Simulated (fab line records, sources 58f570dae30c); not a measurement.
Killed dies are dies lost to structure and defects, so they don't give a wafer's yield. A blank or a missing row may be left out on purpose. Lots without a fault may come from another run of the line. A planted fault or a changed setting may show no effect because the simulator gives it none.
Split-lot experiment | flow berkeley_cmos170 | 5 lots, 23 wafers read, on a route of 331 steps

THE SPLIT
At UCB170_START_OXIDATION_02 (target thk 20 nm, ox time 1800 s), the setting ox_time_s was moved away from the recipe's 1800 s on 10 of the 23 wafers read, by -14.9% to +6.6%. The other wafers ran this setting at the recipe's value.

The reading is taken at the split's own step.

THE READING
SiO2_of_START_OXIDATION_02.thk_nm (the simulator's own value, which no gauge read), in nm, at UCB170_START_OXIDATION_02 (target thk 20 nm, ox time 1800 s). The file gives no usual value for it. The 13 wafers here that ran the recipe average 20.13 nm, standard deviation 0.49 nm.

wafer  | tool, chamber at the split | ox_time_s as run, s | against the recipe | SiO2_of_START_OXIDATION_02.thk_nm, nm | against lot-mates on the recipe
L074.1 | -, -                       | 1531                | -14.9%             | 18.63                                 | no lot-mate on the recipe
L074.2 | -, -                       | 1531                | -14.9%             | 18.58                                 | no lot-mate on the recipe
L074.3 | -, -                       | 1531                | -14.9%             | 18.38                                 | no lot-mate on the recipe
L074.5 | -, -                       | 1531                | -14.9%             | 18.09                                 | no lot-mate on the recipe
L074.6 | -, -                       | 1531                | -14.9%             | 18.27                                 | no lot-mate on the recipe
L077.1 | -, -                       | 1800                | recipe             | 20.04                                 | -
L077.2 | -, -                       | 1800                | recipe             | 20.51                                 | -
L077.3 | -, -                       | 1800                | recipe             | 20.14                                 | -
L077.4 | -, -                       | 1800                | recipe             | 20.34                                 | -
L077.5 | -, -                       | 1800                | recipe             | 20.38                                 | -
L079.1 | furnace-04, 0              | 1800                | recipe             | 20.71                                 | -
L079.3 | furnace-04, 0              | 1800                | recipe             | 20.75                                 | -
L079.6 | furnace-04, 0              | 1800                | recipe             | 20.77                                 | -
L082.1 | -, -                       | 1919                | +6.6%              | 21.02                                 | no lot-mate on the recipe
L082.2 | -, -                       | 1919                | +6.6%              | 21.01                                 | no lot-mate on the recipe
L082.3 | -, -                       | 1919                | +6.6%              | 21.18                                 | no lot-mate on the recipe
L082.4 | -, -                       | 1919                | +6.6%              | 20.89                                 | no lot-mate on the recipe
L082.5 | -, -                       | 1919                | +6.6%              | 21.24                                 | no lot-mate on the recipe
L085.1 | -, -                       | 1800                | recipe             | 20.02                                 | -
L085.2 | -, -                       | 1800                | recipe             | 19.36                                 | -
L085.3 | -, -                       | 1800                | recipe             | 19.39                                 | -
L085.4 | -, -                       | 1800                | recipe             | 19.5                                  | -
L085.5 | -, -                       | 1800                | recipe             | 19.78                                 | -

THE FIT
A straight line over all 23 wafers: SiO2_of_START_OXIDATION_02.thk_nm changes by +0.122 nm for each +1% of ox_time_s; r = +0.92; the points scatter about the line by 0.4 nm.
Too few moved wafers have a lot-mate on the recipe to fit a line with each lot's own level taken away.

THE FILE'S OWN FIT
SiO2_of_START_OXIDATION_02.thk_nm changes by +0.122 nm for each +1% of ox_time_s, r = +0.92.
